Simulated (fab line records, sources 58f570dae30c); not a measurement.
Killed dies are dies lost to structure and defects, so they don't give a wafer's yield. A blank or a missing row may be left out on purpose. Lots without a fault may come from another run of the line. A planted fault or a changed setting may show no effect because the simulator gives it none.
Split-lot experiment | flow berkeley_cmos170 | 5 lots, 23 wafers read, on a route of 331 steps

THE SPLIT
At UCB170_M3_SPUTTER_01 (material Al, target thk 900 nm, time 120 s), the setting time_s was moved away from the recipe's 120 s on 10 of the 23 wafers read, by -14.7% to +13.0%. The other wafers ran this setting at the recipe's value.

FROM THE SPLIT TO THE READING: what the file shows between them, 1 step
- UCB170_M3_RS_MEAS_02: measures by four-point-probe

THE READING
M3_AL_THK, in nm, at UCB170_M3_THK_MEAS_03 (measures by xrf). Fault-free wafers of this fab line usually give 912 nm, standard deviation 10 nm.

wafer  | tool, chamber at the split | time_s as run, s | against the recipe | M3_AL_THK, nm | against lot-mates on the recipe
L076.2 | pvd_sputter-01, -          | 120              | recipe             | 906           | -
L076.4 | pvd_sputter-01, -          | 120              | recipe             | 924           | -
L076.6 | pvd_sputter-01, -          | 120              | recipe             | 905           | -
L081.1 | pvd_sputter-01, -          | 135.6            | +13.0%             | 1030          | +119
L081.3 | pvd_sputter-01, -          | 120              | recipe             | 908           | -
L081.4 | pvd_sputter-01, -          | 120              | recipe             | 918           | -
L081.5 | pvd_sputter-01, -          | 120              | recipe             | 907           | -
L081.6 | pvd_sputter-01, -          | 135.6            | +13.0%             | 1038          | +127
L080.1 | pvd_sputter-04, -          | 125              | +4.2%              | 959           | +52
L080.2 | pvd_sputter-04, -          | 125              | +4.2%              | 953           | +46
L080.3 | pvd_sputter-04, -          | 120              | recipe             | 911           | -
L080.4 | pvd_sputter-04, -          | 120              | recipe             | 902           | -
L080.6 | pvd_sputter-04, -          | 125              | +4.2%              | 950           | +44
L082.1 | pvd_sputter-03, -          | 102.4            | -14.7%             | 794           | -133
L082.2 | pvd_sputter-03, -          | 120              | recipe             | 931           | -
L082.4 | pvd_sputter-03, -          | 102.4            | -14.7%             | 781           | -146
L082.5 | pvd_sputter-03, -          | 102.4            | -14.7%             | 782           | -145
L082.6 | pvd_sputter-03, -          | 120              | recipe             | 923           | -
L083.1 | pvd_sputter-03, -          | 120              | recipe             | 895           | -
L083.2 | pvd_sputter-03, -          | 120              | recipe             | 900           | -
L083.3 | pvd_sputter-03, -          | 126.2            | +5.2%              | 958           | +57
L083.5 | pvd_sputter-03, -          | 120              | recipe             | 908           | -
L083.6 | pvd_sputter-03, -          | 126.2            | +5.2%              | 951           | +50

THE FIT
A straight line over all 23 wafers: M3_AL_THK changes by +8.9 nm for each +1% of time_s; r = +0.99; the points scatter about the line by 9.2 nm.
The same after taking each lot's own level away (the mean of its wafers on the recipe; 23 wafers): +9.7 nm for each +1%; r = +1.00; scatter 6.3 nm.
On that fit, the largest move of time_s shifts the reading by 1.4e+02 nm.
The lots' own levels span 901.0 to 927.0 nm, that is 2.6 times the standard deviation above.
So the lot-to-lot level changes the slope little: the two slopes agree.
Check: with one of the wafers moved furthest among these (-14.7%) left out of the fit, the line predicts -144 nm for it against its lot-mates. It came out at -133 nm against them.

OTHER SPLITS ON THESE WAFERS
These wafers also went through other splits before the reading. Each is held against what the fit with the lots' levels taken away leaves over:
other split on the same wafers       | wafers away from the commonest value | r with M3_AL_THK (lot level and that fit taken away)
UCB170_SPACER_CVD_00 time_s          | 11                                   | +0.27
UCB170_SPACER_ETCHBACK_03 rf_w       | 11                                   | +0.02
UCB170_CONTACT_CVD_01 pressure_mtorr | 18                                   | -0.25
UCB170_CONTACT_DEVELOP_14 dev_temp_c | 11                                   | -0.46
UCB170_M1_EXPOSE_06 dose_mj          | 7                                    | -0.16
UCB170_V1_CVD_00 time_s              | 4                                    | +0.13

THE WHOLE CHAIN: every reading that the file lists as answering this split, in the file's order
step                  | what it does                               | reading                                                                     | change (the file's fit)               | r (the file's)
UCB170_M3_SPUTTER_01  | material Al, target thk 900 nm, time 120 s | Al_of_M3_SPUTTER_01.thk_nm (the simulator's own value, which no gauge read) | +9.23 nm for each +1% of the setting  | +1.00
UCB170_M3_RS_MEAS_02  | measures by four-point-probe               | M3_AL_RS                                                                    | -0.000347 for each +1% of the setting | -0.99
UCB170_M3_THK_MEAS_03 | measures by xrf                            | M3_AL_THK                                                                   | +9.69 for each +1% of the setting     | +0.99

THE FILE'S OWN FIT
M3_AL_THK changes by +9.69 nm for each +1% of time_s, r = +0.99.
